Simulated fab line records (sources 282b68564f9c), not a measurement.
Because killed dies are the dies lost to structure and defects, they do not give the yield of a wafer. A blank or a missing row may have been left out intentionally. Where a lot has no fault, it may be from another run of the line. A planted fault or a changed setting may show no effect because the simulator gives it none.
Which of the tools did it? ; flow rit-cmos ; Sampling: 15 lots, 45 wafers, 2 of 202 route steps

WHAT THE GAUGES READ, wafer by wafer
RIT_ACTIVE_THK_MEAS_04.
lot;measured;on;ACTIVE_NITRIDE_THK (nm)
L890;day 1 13:52;film-metro-04;150.7 152.0 152.0
L891;day 1 18:32;film-metro-03;153.0 152.5 151.5
L892;day 1 23:40;film-metro-01;150.2 150.0 150.2
L893;day 2 05:16;film-metro-03;149.5 149.6 149.9
L895;day 2 16:13;film-metro-01;140.0 140.5 139.8
L896;day 2 20:37;film-metro-03;139.5 139.8 139.7
L898;day 3 05:32;film-metro-01;138.5 140.5 139.5
L904;day 4 13:35;film-metro-03;151.0 151.4 150.6
L905;day 4 17:31;film-metro-04;152.1 152.8 152.0
L907;day 5 04:39;film-metro-01;151.6 152.3 151.8
L908;day 5 10:55;film-metro-01;151.7 151.4 152.1
L910;day 5 18:42;film-metro-04;151.7 149.6 150.4
L911;day 6 03:10;film-metro-04;151.6 150.3 150.6
L912;day 6 08:15;film-metro-04;148.7 148.3 148.7
L913;day 6 10:30;film-metro-03;151.4 151.1 150.7

EACH LOT AND THE TOOL THAT RAN IT (in order: tool; ch and the chambers of the sampled wafers; start)
lot;RIT_ACTIVE_CVD_03
L890;lpcvd-02 ch 1, day 1 12:28
L891;lpcvd-02 ch 1, day 1 17:07
L892;lpcvd-02 ch 1, day 1 22:14
L893;lpcvd-01 ch 1, day 2 03:50
L895;lpcvd-02 ch 1, day 2 14:48
L896;lpcvd-02 ch 0, day 2 19:11
L898;lpcvd-02 ch 0, day 3 04:07
L904;lpcvd-01 ch 0, day 4 12:09
L905;lpcvd-01 ch 1, day 4 15:24
L907;lpcvd-01 ch 1, day 5 03:13
L908;lpcvd-01 ch 0, day 5 09:31
L910;lpcvd-01 ch 0, day 5 17:16
L911;lpcvd-01 ch 0, day 6 01:02
L912;lpcvd-02 ch 1, day 6 06:50
L913;lpcvd-01 ch 1, day 6 09:05
- RIT_ACTIVE_CVD_03: deposits Si3N4 from SiH2Cl2/NH3, target thk 150 nm, time 1500 s.

AS READ BY THE TOOLS THEMSELVES (means over the sampled wafers that have a number; for cases with no such wafer, the mark the record gives instead)
RIT_ACTIVE_CVD_03.
lot;tool;susceptor-temp-C (C)
L890;lpcvd-02;809.7
L891;lpcvd-02;810.5
L892;lpcvd-02;810.3
L893;lpcvd-01;810.0
L895;lpcvd-02;-
L896;lpcvd-02;-
L898;lpcvd-02;-
L904;lpcvd-01;809.8
L905;lpcvd-01;810.4
L907;lpcvd-01;809.9
L908;lpcvd-01;809.9
L910;lpcvd-01;810.4
L911;lpcvd-01;809.9
L912;lpcvd-02;810.0
L913;lpcvd-01;809.8

THE ANSWER, worked out from the rows above alone
Rule: usual is defined by the lots themselves. Put in order of their means at a reading, lots are off if they are a third of the lots or fewer, leave a main group of 4 or more, and stand apart from it by a gap of 3 or more times the standard deviation of the main group's means; of several such gaps the widest counts. A main group is skipped when, at the precision printed for the reading in the tables above, its means are all equal. Also off: a lot with no number at a reading for which 4 or more lots have one. Where the step has rows for the other lots, those lots are counted as sound. The gauges are gone through in route order, then the tools' own readings, and for those a lot's mean is taken as printed above. At the first step where some lot is off, the reading lying furthest off is the one used; lots without a number count as furthest.
Off: L895, L896, L898, at RIT_ACTIVE_THK_MEAS_04 (ACTIVE_NITRIDE_THK). The main group has a mean of 151.0 nm with a standard deviation of 1.1.
If a tool, at a process step before that reading, ran all the lots that are off and no sound lot after the first of them, it fits. Not tried: the gauges at RIT_ACTIVE_THK_MEAS_04; whatever is off there is also off at RIT_ACTIVE_CVD_03, on other tools, and gauge error can't account for it. No candidate that was tried fits.

WHAT HAD BEEN PUT IN BY THE SIMULATOR
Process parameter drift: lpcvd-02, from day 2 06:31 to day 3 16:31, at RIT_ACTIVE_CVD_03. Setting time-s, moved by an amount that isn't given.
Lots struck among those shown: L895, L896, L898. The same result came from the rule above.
